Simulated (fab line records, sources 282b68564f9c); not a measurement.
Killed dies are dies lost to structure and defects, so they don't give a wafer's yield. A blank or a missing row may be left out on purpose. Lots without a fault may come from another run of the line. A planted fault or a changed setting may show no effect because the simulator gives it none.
fab line records | flow rit_cmos
record lots=6 wafers=18 last_day=7
route steps=202 shown SPACER@127 NSD@131 PSD@142 SDANNEAL@153 PLDD@159 M1@202
lots that met no fault: from a run of the same line without faults
start_h: hours from the record's first day to the start of the lot's first wafer shown | wait_h: hours since the lot's step before | " the same as in the row above | L1.1+2: a row that stands for several wafers | - no value, or no start given | * or withheld: withheld | < > ~ a bound
route shown NAME@n: a module of which the file shows steps, and the number in the route of the first | usual: mean/standard deviation of fault-free wafers | same: alike in all rows | chamber/n: place in a boat | sites: the reading at each site | _std_site: their standard deviation | _edge_site: outer sites' mean less inner sites' | radius_mm: how far each site lies from the wafer's centre | mask NAME#n: copy n | behind: the tool/chamber that last shaped the wafer | hold: why the lot was held/for how many hours/how that ended | device: the transistor (n, p or np) that didn't switch | end of line: the same wafers' tests at the end of the route | a step without rows: its recipe alone | killed: dies lost to structure and defects at the first sort, not the wafer's yield | map: a wafer's dies, x killed, . not, _ none there
set.NAME: the setting as run; set.NAME@STEP: as run at that earlier step | model.NAME: the simulator's own value behind a step, which no gauge read
lots at some steps of the route; a table a step, a row a wafer
services: from which hour (start_h, from the record's first day; less than 0 if before it) a tool's chamber was out of use, for how many hours, and why
## steps
# step RIT_SPACER_CLEAN_02
# recipe chemistry=SC2 mix=3:3:50 time_s=600 temp_c=75 dry=n2_spin
# step RIT_SPACER_CVD_03
# recipe material=Si3N4 target_thk_nm=250 temp_c=810 precursor=SiH2Cl2/NH3 time_s=3300 pressure_mtorr=304 sih2cl2_flow_sccm=60 nh3_flow_sccm=150
# step RIT_SPACER_THK_MEAS_04
# recipe reads=Si3N4_of_SPACER_CVD_03
# usual SPACER_NITRIDE_THK=250.6/2.3
# columns lot.wafer tool chamber start_h wait_h SPACER_NITRIDE_THK[nm]
L501.2 film_metro-01 - 71.94 0.0 254.1
L501.3 " - " " 254.0
L501.5 " - " " 254.6
L507.1 film_metro-01 - 101.25 0.0 251.3
L507.2 " - " " 252.8
L507.6 " - " " 250.9
L513.2 film_metro-03 - 127.53 0.0 248.7
L513.4 " - " " 250.0
L513.5 " - " " 250.5
L514.1 film_metro-01 - 133.63 0.0 251.0
L514.5 " - " " 250.1
L514.6 " - " " 250.9
L515.2 film_metro-01 - 139.89 0.0 251.0
L515.3 " - " " 248.8
L515.5 " - " " 250.0
L516.1 film_metro-01 - 142.22 0.0 251.5
L516.3 " - " " 254.1
L516.5 " - " " 252.7
# step RIT_SPACER_ETCHBACK_05
# recipe target_depth_a=2500 SF6_flow_sccm=30 CHF3_flow_sccm=30 target=Si3N4 chemistry=SF6/CHF3 pressure_mtorr=40 rf_w=250 time_s=240 stop_on=SiO2
# usual SF6_flow_sccm=30.00/0.084 drypump_motor_current_A=5.9/0.45 oes_product_au=0.843/0.012 throttle_valve_pct=10.24/0.11
# columns lot.wafer tool chamber start_h wait_h SF6_flow_sccm drypump_motor_current_A oes_product_au rf_hours_counter_h throttle_valve_pct
L501.2 rie_diel-02 2 71.99 0.0 29.97 5.4 0.859 72 10.03
L501.3 " 3 " " 30.05 6.3 0.832 7 10.13
L501.5 " 0 " " 29.89 5.9 0.868 - 10.13
L507.1 rie_diel-03 3 101.31 0.1 30.12 5.2 0.839 140 10.26
L507.2 " 1 " " 29.85 6.4 0.849 29 10.34
L507.6 " 1 " " 30.06 6.4 0.831 - 10.32
L513.2 rie_diel-04 2 127.58 0.0 30.06 5.5 0.844 5 10.27
L513.4 " 0 " " 29.92 6.2 0.824 - 10.45
L513.5 " 3 " " 30.07 6.0 0.848 - 10.23
L514.1 rie_diel-03 2 133.69 0.1 29.81 5.4 0.845 41 10.19
L514.5 " 1 " " 29.91 6.4 0.837 - 10.34
L514.6 " 2 " " 30.01 5.4 0.853 - 10.18
L515.2 rie_diel-03 3 139.94 0.0 30.12 5.2 0.848 141 10.26
L515.3 " 0 " " 29.84 6.5 0.847 74 10.18
L515.5 " 3 " " 30.00 5.2 0.836 - 10.25
L516.1 rie_diel-04 3 142.28 0.1 29.92 6.0 0.848 9 10.24
L516.3 " 0 " " 30.03 6.3 0.829 91 10.46
L516.5 " 1 " " 29.88 5.8 0.850 - 10.25
# step RIT_NSD_HMDS_00
# recipe prime_time_s=60 prime_temp_c=140
# step RIT_NSD_COAT_01
# recipe resist=NOVOLAK spin_rpm=3250 resist_thk_nm=1000
# step RIT_NSD_SOFTBAKE_02
# recipe resist=NOVOLAK temp_c=90 time_s=60
# step RIT_NSD_EXPOSE_03
# recipe mask_id=M9 na=0.57 target_cd_nm=40700 dose_mj=250
# step RIT_NSD_PEB_04
# recipe resist=NOVOLAK temp_c=withheld time_s=withheld
# step RIT_NSD_DEVELOP_05
# recipe resist=NOVOLAK develop_time_s=50 dev_temp_c=23
# step RIT_NSD_OVL_MEAS_06
# usual NSD_OVL=0.2/1.5
# columns lot.wafer tool chamber start_h wait_h NSD_OVL[nm]
L501.2 overlay-02 - 73.12 - -2.3
L501.3 " - " " -2.3
L501.5 " - " " 1.4
L507.1 overlay-02 - 102.31 - 0.9
L507.2 " - " " 1.0
L507.6 " - " " -0.5
L513.2 overlay-02 - 128.72 - 2.0
L513.4 " - " " -0.8
L513.5 " - " " -1.8
L514.1 overlay-01 - 134.69 - 0.9
L514.5 " - " " 0.6
L514.6 " - " " -0.5
L515.2 overlay-02 - 141.07 - -1.5
L515.3 " - " " -0.9
L515.5 " - " " -1.2
L516.1 overlay-01 - 143.64 - 0.2
L516.3 " - " " -0.9
L516.5 " - " " 0.8
# step RIT_NSD_HARDBAKE_07
# recipe resist=NOVOLAK temp_c=140 time_s=60
# step RIT_NSD_IMPLANT_08
# recipe species=P energy_kev=25 dose_cm2=1e+15 tilt_deg=7
# usual dose_ions_cm2=1.0001e+15/1.1e+12 faraday_current_uA=3138/66
# columns lot.wafer tool chamber start_h wait_h dose_ions_cm2 faraday_current_uA
L501.2 implanter-01 0 73.33 0.1 1.0008e+15 3115
L501.3 " 0 " " 9.997e+14 3063
L501.5 " 0 " " 9.995e+14 3200
L507.1 implanter-03 0 102.49 0.1 1.0006e+15 3086
L507.2 " 0 " " 1.0012e+15 3098
L507.6 " 0 " " 1.0016e+15 3223
L513.2 implanter-04 0 128.92 0.1 1.0014e+15 3079
L513.4 " 0 " " 9.988e+14 3101
L513.5 " 0 " " 9.997e+14 3193
L514.1 implanter-04 0 134.88 0.1 1.0556e+15 3330
L514.5 " 0 " " 1.0539e+15 3345
L514.6 " 0 " " 1.0537e+15 3403
L515.2 implanter-01 0 141.28 0.1 9.999e+14 3133
L515.3 " 0 " " 9.992e+14 3176
L515.5 " 0 " " 9.997e+14 3052
L516.1 implanter-04 0 143.83 0.1 1.0532e+15 3431
L516.3 " 0 " " 1.0532e+15 3255
L516.5 " 0 " " 1.0543e+15 3324
# step RIT_NSD_STRIP_09
# recipe chemistry=O2 time_s=180 resist=NOVOLAK platen_temp_c=withheld power_w=500 pressure_mtorr=4000 o2_flow_sccm=4000
# usual drypump_motor_current_A=5.8/0.61 rf_refl_power_W=7.2/1.6
# columns lot.wafer tool chamber start_h wait_h drypump_motor_current_A rf_hours_counter_h rf_refl_power_W
L501.2 plasma_asher-03 0 73.45 0.1 5.1 43 6.6
L501.3 " 0 " " 5.2 - 6.8
L501.5 " 1 " " 5.1 - 5.7
L507.1 plasma_asher-02 0 102.64 0.1 5.6 45 9.9
L507.2 " 1 " " 5.4 45 8.1
L507.6 " 1 " " 5.4 - 8.0
L513.2 plasma_asher-04 1 129.05 0.1 6.8 51 5.6
L513.4 " 0 " " 5.8 - 7.3
L513.5 " 0 " " 5.8 - 7.2
L514.1 plasma_asher-03 0 135.03 0.1 5.1 2 6.8
L514.5 " 0 " " 5.2 - 6.6
L514.6 " 1 " " 5.1 - 5.2
L515.2 plasma_asher-02 1 141.40 0.1 5.4 49 8.6
L515.3 " 0 " " 5.6 - 10.0
L515.5 " 1 " " 5.4 - 8.3
L516.1 plasma_asher-04 1 143.98 0.1 6.9 52 5.6
L516.3 " 0 " " 5.8 - 7.2
L516.5 " 0 " " 5.8 - 7.3
# step RIT_NSD_TW_MEAS_10
# usual NSD_TW=3129/22
# columns lot.wafer tool chamber start_h wait_h NSD_TW
L501.2 film_metro-04 - 73.64 0.1 3169
L501.3 " - " " 3172
L501.5 " - " " 3167
L507.1 film_metro-02 - 102.83 0.1 3121
L507.2 " - " " 3114
L507.6 " - " " 3114
L513.2 film_metro-03 - 129.23 0.1 3115
L513.4 " - " " 3127
L513.5 " - " " 3122
L514.1 film_metro-03 - 135.20 0.1 3173
L514.5 " - " " 3173
L514.6 " - " " 3187
L515.2 film_metro-02 - 141.59 0.1 3100
L515.3 " - " " 3121
L515.5 " - " " 3098
L516.1 film_metro-03 - 144.15 0.1 3187
L516.3 " - " " 3174
L516.5 " - " " 3186
# step RIT_PSD_HMDS_00
# recipe prime_time_s=60 prime_temp_c=140
# step RIT_PSD_COAT_01
# recipe resist=NOVOLAK spin_rpm=3294 resist_thk_nm=1000
# step RIT_PSD_SOFTBAKE_02
# recipe resist=NOVOLAK temp_c=90 time_s=60
# step RIT_PSD_EXPOSE_03
# recipe mask_id=M10 na=0.57 target_cd_nm=40900 dose_mj=250
# step RIT_PSD_PEB_04
# recipe resist=NOVOLAK temp_c=withheld time_s=withheld
# step RIT_PSD_DEVELOP_05
# recipe resist=NOVOLAK develop_time_s=50 dev_temp_c=23
# step RIT_PSD_OVL_MEAS_06
# usual PSD_OVL=-1.0/1.4
# columns lot.wafer tool chamber start_h wait_h PSD_OVL[nm]
L501.2 overlay-02 - 74.54 - -1.4
L501.3 " - " " -1.9
L501.5 " - " " 0.0
L507.1 overlay-02 - 103.87 - -2.9
L507.2 " - " " -0.4
L507.6 " - " " -1.7
L513.2 overlay-02 - 130.26 - -2.5
L513.4 " - " " 0.6
L513.5 " - " " -0.7
L514.1 overlay-02 - 136.11 - -1.4
L514.5 " - " " -1.0
L514.6 " - " " -0.7
L515.2 overlay-01 - 142.67 - -1.2
L515.3 " - " " -3.0
L515.5 " - " " -1.3
L516.1 overlay-01 - 145.19 - -1.1
L516.3 " - " " -0.6
L516.5 " - " " 0.3
# step RIT_PSD_HARDBAKE_07
# recipe resist=NOVOLAK temp_c=140 time_s=60
# step RIT_PSD_IMPLANT_08
# recipe species=BF2 energy_kev=27 dose_cm2=5e+15 tilt_deg=7
# step RIT_PSD_STRIP_09
# recipe chemistry=O2 time_s=180 resist=NOVOLAK platen_temp_c=withheld power_w=500 pressure_mtorr=4000 o2_flow_sccm=4000
# usual drypump_motor_current_A=5.7/0.53 rf_refl_power_W=8.2/1.5
# columns lot.wafer tool chamber start_h wait_h drypump_motor_current_A rf_hours_counter_h rf_refl_power_W
L501.2 plasma_asher-01 0 74.87 0.1 5.8 27 9.8
L501.3 " 1 " " 5.1 - 8.0
L501.5 " 1 " " 5.1 - 8.2
L507.1 plasma_asher-01 0 104.21 0.1 5.8 31 9.8
L507.2 " 1 " " 5.1 31 8.4
L507.6 " 1 " " 5.1 - 8.2
L513.2 plasma_asher-02 1 130.59 0.1 5.4 48 8.3
L513.4 " 1 " " 5.5 - 8.0
L513.5 " 0 " " 5.6 - 10.0
L514.1 plasma_asher-04 1 136.45 0.1 6.9 51 5.3
L514.5 " 0 " " 5.8 - 7.5
L514.6 " 1 " " 6.9 - 5.3
L515.2 plasma_asher-01 1 143.24 0.1 5.1 36 8.2
L515.3 " 0 " " 5.8 - 9.8
L515.5 " 1 " " 5.1 - 7.8
L516.1 plasma_asher-04 0 145.52 0.1 5.8 52 7.2
L516.3 " 1 " " 6.9 - 5.1
L516.5 " 1 " " 6.9 - 5.4
# step RIT_PSD_TW_MEAS_10
# usual PSD_TW=3443/33
# columns lot.wafer tool chamber start_h wait_h PSD_TW
L501.2 film_metro-04 - 75.06 0.1 3451
L501.3 " - " " 3484
L501.5 " - " " 3463
L507.1 film_metro-03 - 104.38 0.1 3454
L507.2 " - " " 3427
L507.6 " - " " 3457
L513.2 film_metro-02 - 130.78 0.1 3409
L513.4 " - " " 3407
L513.5 " - " " 3407
L514.1 film_metro-03 - 136.63 0.1 3448
L514.5 " - " " 3437
L514.6 " - " " 3421
L515.2 film_metro-04 - 143.42 0.1 3492
L515.3 " - " " 3493
L515.5 " - " " 3471
L516.1 film_metro-03 - 145.70 0.1 3473
L516.3 " - " " 3461
L516.5 " - " " 3469
# step RIT_SDANNEAL_CLEAN_00
# recipe chemistry=SC1 mix=3:3:50 time_s=600 temp_c=75
# step RIT_SDANNEAL_CLEAN_01
# recipe chemistry=dHF dilution=50:1 time_s=30
# step RIT_SDANNEAL_CLEAN_02
# recipe chemistry=SC2 mix=3:3:50 time_s=600 temp_c=75 dry=n2_spin
# step RIT_SDANNEAL_RTA_03
# recipe temp_c=1050 time_s=5 idle_temp_c=600 ramp_up_c_per_s=342 ramp_down_c_per_s=171 cool_to_c=600 ambient=N2
# usual wafer_temp_C_max=1053.7/1.2
# columns lot.wafer tool chamber start_h wait_h wafer_temp_C_max
L501.2 rtp_anneal-01 0 75.48 0.0 1054.7
L501.3 " 0 " " 1052.1
L501.5 " 0 " " 1051.8
L507.1 rtp_anneal-01 0 104.81 0.0 1054.2
L507.2 " 0 " " 1052.7
L507.6 " 0 " " 1052.4
L513.2 rtp_anneal-01 0 131.21 0.0 1053.0
L513.4 " 0 " " 1053.0
L513.5 " 0 " " 1053.9
L514.1 rtp_anneal-02 0 137.09 0.0 1055.0
L514.5 " 0 " " 1053.1
L514.6 " 0 " " 1055.1
L515.2 rtp_anneal-01 0 143.88 0.0 1052.8
L515.3 " 0 " " 1052.2
L515.5 " 0 " " 1051.4
L516.1 rtp_anneal-02 0 146.30 0.0 1053.2
L516.3 " 0 " " 1052.8
L516.5 " 0 " " 1054.5
# step RIT_SDANNEAL_RS_MEAS_04
# recipe thk_meas_gauge=four-point-probe
# usual PSD_RS=115.93/0.26
# columns lot.wafer tool chamber start_h wait_h PSD_RS[ohm/sq]
L501.2 film_metro-02 - 75.55 0.1 116.19
L501.3 " - " " 116.21
L501.5 " - " " 115.89
L507.1 film_metro-04 - 104.87 0.0 116.03
L507.2 " - " " 116.09
L507.6 " - " " 115.93
L513.2 film_metro-04 - 131.27 0.1 115.74
L513.4 " - " " 115.82
L513.5 " - " " 115.84
L514.1 film_metro-02 - 137.15 0.0 115.88
L514.5 " - " " 115.55
L514.6 " - " " 116.07
L515.2 film_metro-04 - 143.95 0.1 116.05
L515.3 " - " " 115.79
L515.5 " - " " 115.74
L516.1 film_metro-04 - 146.36 0.0 115.72
L516.3 " - " " 116.19
L516.5 " - " " 115.61
# step RIT_SDANNEAL_RS_MEAS_05
# recipe thk_meas_gauge=four-point-probe
# usual NSD_RS=84.58/0.25
# columns lot.wafer tool chamber start_h wait_h hold NSD_RS[ohm/sq]
L501.2 film_metro-02 - 75.67 0.1 - 84.62
L501.3 " - " " - 84.72
L501.5 " - " " - 84.14
L507.1 film_metro-04 - 104.99 0.1 - 84.31
L507.2 " - " " - 84.56
L507.6 " - " " - 84.60
L513.2 film_metro-04 - 131.39 0.1 - 84.45
L513.4 " - " " - 84.40
L513.5 " - " " - 84.68
L514.1 film_metro-02 - 137.27 0.1 await_dispo/0.2h/release 81.24
L514.5 " - " " await_dispo/0.2h/release 81.10
L514.6 " - " " await_dispo/0.2h/release 80.86
L514.1 film_metro-02 - 137.63 0.3 - 81.24
L514.5 " - " " - 81.16
L514.6 " - " " - 80.86
L515.2 film_metro-04 - 144.07 0.1 - 84.33
L515.3 " - " " - 84.16
L515.5 " - " " - 84.15
L516.1 film_metro-04 - 146.48 0.1 await_dispo/0.2h/release 81.86
L516.3 " - " " await_dispo/0.2h/release 81.32
L516.5 " - " " await_dispo/0.2h/release 81.67
L516.1 film_metro-04 - 146.84 0.3 - 81.69
L516.3 " - " " - 81.24
L516.5 " - " " - 81.56
# step RIT_SDANNEAL_RS_MEAS_06
# recipe thk_meas_gauge=four-point-probe
# usual PLDD_RS=178.8/0.34
# columns lot.wafer tool chamber start_h wait_h hold PLDD_RS[ohm/sq]
L501.2 film_metro-02 - 75.79 0.1 - 178.4
L501.3 " - " " - 178.9
L501.5 " - " " - 178.7
L507.1 film_metro-04 - 105.11 0.1 - 178.7
L507.2 " - " " - 178.9
L507.6 " - " " - 178.9
L513.2 film_metro-04 - 131.51 0.1 - 178.9
L513.4 " - " " - 178.6
L513.5 " - " " - 179.2
L515.2 film_metro-04 - 144.19 0.1 - 178.7
L515.3 " - " " - 178.5
L515.5 " - " " - 178.2
L514.1 film_metro-02 - 145.45 7.8 await_dispo/7.7h/release 178.5
L514.5 " - " " await_dispo/7.7h/release 178.7
L514.6 " - " " await_dispo/7.7h/release 178.4
L516.1 film_metro-04 - 148.45 1.6 await_dispo/1.5h/release 178.6
L516.3 " - " " await_dispo/1.5h/release 179.0
L516.5 " - " " await_dispo/1.5h/release 178.1
# step RIT_M1_PROBE_99
# usual killed_at_contacts=0.0/0.16 killed_at_front_end=7.1/2.7 killed_dies=7.2/2.7 killed_open=3.5/1.9 killed_short=3.6/1.9
# same gross_dies=264 killed_at_M0_to_M3=0 killed_at_M4_up=0 killed_at_back_side=0 killed_at_other=0
# columns lot.wafer tool chamber start_h wait_h killed_at_contacts killed_at_front_end killed_dies killed_open killed_short
L501.2 prober-02 - 83.01 0.1 0 1 1 0 1
L501.3 prober-02 - 83.06 0.2 0 7 7 5 2
L501.5 prober-02 - 83.16 0.2 0 7 7 3 4
L507.1 prober-02 - 112.45 0.1 0 7 7 6 1
L507.2 prober-02 - 112.50 0.1 0 6 6 6 0
L507.6 prober-02 - 112.70 0.2 0 7 7 1 6
L515.2 prober-02 - 151.62 0.1 0 16 16 6 9
L515.3 prober-02 - 151.67 0.2 0 4 4 3 1
L515.5 prober-02 - 151.77 0.2 0 7 7 5 2
L514.1 prober-01 - 152.93 0.1 0 9 9 4 3
L514.5 prober-01 - 153.13 0.2 0 5 5 1 4
L514.6 prober-01 - 153.18 0.2 0 10 10 3 6
L516.1 prober-01 - 157.26 0.1 0 9 9 5 4
L516.3 prober-01 - 157.36 0.2 0 4 4 2 2
L516.5 prober-01 - 157.46 0.2 0 9 9 2 7
# killed by level:class
L501.2 SILICIDE:geometric_particle:short=1
L501.3 FOX1:geometric_particle:open=2 FOX1:geometric_particle:short=1 FOX2:geometric_particle:open=1 REOX:geometric_particle:open=1 REOX:geometric_particle:short=1 SILICIDE:geometric_particle:open=1
L501.5 FOX1:geometric_particle:short=2 FOX2:geometric_particle:short=1 GATE:geometric_particle:open=1 FOX2:geometric_particle:open=1 GATE:geometric_particle:short=1 SPACER:geometric_particle:open=1
L507.1 FOX1:geometric_particle:open=2 SPACER:geometric_particle:open=2 GATE:geometric_particle:open=1 SILICIDE:geometric_particle:open=1 SILICIDE:geometric_particle:short=1
L507.2 FOX1:geometric_particle:open=3 GATE:geometric_particle:open=2 SPACER:geometric_particle:open=1
L507.6 GATE:geometric_particle:short=4 FOX1:geometric_particle:short=1 GATE:geometric_particle:open=1 SPACER:geometric_particle:short=1
L515.2 GATE:geometric_particle:short=5 GATE:geometric_particle:open=4 REOX:geometric_particle:short=3 SPACER:geometric_particle:open=2 FOX2:geometric_particle:short=1 NSD:coat_microbubble_printed=1
L515.3 FOX1:geometric_particle:open=1 GATE:geometric_particle:short=1 GATE:geometric_particle:open=1 SPACER:geometric_particle:open=1
L515.5 GATE:geometric_particle:open=3 FOX2:geometric_particle:open=1 FOX2:geometric_particle:short=1 GATE:geometric_particle:short=1 SPACER:geometric_particle:open=1
L514.1 GATE:geometric_particle:open=2 NRETRO:coat_microbubble_printed=2 FOX1:geometric_particle:open=1 FOX1:geometric_particle:short=1 REOX:geometric_particle:short=1 SPACER:geometric_particle:short=1 SILICIDE:geometric_particle:open=1
L514.5 REOX:geometric_particle:short=2 SPACER:geometric_particle:short=1 SILICIDE:geometric_particle:open=1 SILICIDE:geometric_particle:short=1
L514.6 GATE:geometric_particle:short=3 GATE:geometric_particle:open=2 SILICIDE:geometric_particle:short=2 REOX:geometric_particle:short=1 SPACER:geometric_particle:open=1 NRETRO:coat_microbubble_printed=1
L516.1 FOX1:geometric_particle:open=3 FOX1:geometric_particle:short=1 FOX2:geometric_particle:short=1 GATE:geometric_particle:open=1 GATE:geometric_particle:short=1 REOX:geometric_particle:short=1 SILICIDE:geometric_particle:open=1
L516.3 FOX1:geometric_particle:open=1 FOX1:geometric_particle:short=1 REOX:geometric_particle:short=1 SILICIDE:geometric_particle:open=1
L516.5 FOX1:geometric_particle:short=3 FOX1:geometric_particle:open=1 FOX2:geometric_particle:short=1 GATE:geometric_particle:short=1 GATE:geometric_particle:open=1 SPACER:geometric_particle:short=1 SILICIDE:geometric_particle:short=1
## services
# columns tool chamber start_h hours kind
rie_diel-03 - 57.93 0.6 repair
rie_diel-02 0 76.36 - clean
rie_diel-02 0 76.36 14.8 scheduled_down
rie_diel-02 0 76.36 14.8 vent_cycle
rie_diel-02 3 87.02 10.5 repair
rie_diel-03 0 98.90 9.8 repair
implanter-01 - 105.08 2.3 pm
plasma_asher-03 - 108.75 9.0 pm
plasma_asher-03 0 108.75 9.0 vent_cycle
plasma_asher-03 1 108.75 9.0 vent_cycle
rie_diel-03 0 109.05 15.7 repair
plasma_asher-02 - 109.58 2.8 pm
rie_diel-02 - 115.48 14.6 pm
plasma_asher-03 0 117.75 - clean
plasma_asher-03 1 117.75 - clean
rie_diel-04 1 119.63 19.8 repair
## key
first_sign step=RIT_NSD_IMPLANT_08 reading=dose_ions_cm2 direction=up sigmas=50 usual=1.0001e+15 struck=1.054e+15
effect step=RIT_NSD_IMPLANT_08 reading=faraday_current_uA direction=up sigmas=3.2 usual=3138 struck=3348
effect step=RIT_NSD_TW_MEAS_10 reading=NSD_TW direction=up sigmas=2.3 usual=3129 struck=3180
effect step=RIT_SDANNEAL_RS_MEAS_05 reading=visit direction=added
effect step=RIT_SDANNEAL_RS_MEAS_05 reading=NSD_RS direction=down sigmas=13 usual=84.58 struck=81.34
met_at RIT_NSD_IMPLANT_08
struck_wafers L514.1,L514.5,L514.6,L516.1,L516.3,L516.5
tester_left_out L514,L516
onset_between 128.92 134.88
fault kind=process_parameter_drift tool=implanter-04 chamber=- onset_h=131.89 steps=RIT_NSD_IMPLANT_08 channel=dose_cm2 offset=5.4012e+13 shape=step end_h=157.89 acts_in=these_recipes_only stated=1e+15
# tester_left_out: of these lots the tester's yield and bins aren't shown, on N5 and GAA mostly nor the transistor test; their killed dies are dies lost to structure and defects alone, not to doping, threshold or leakage, so they don't give the yield
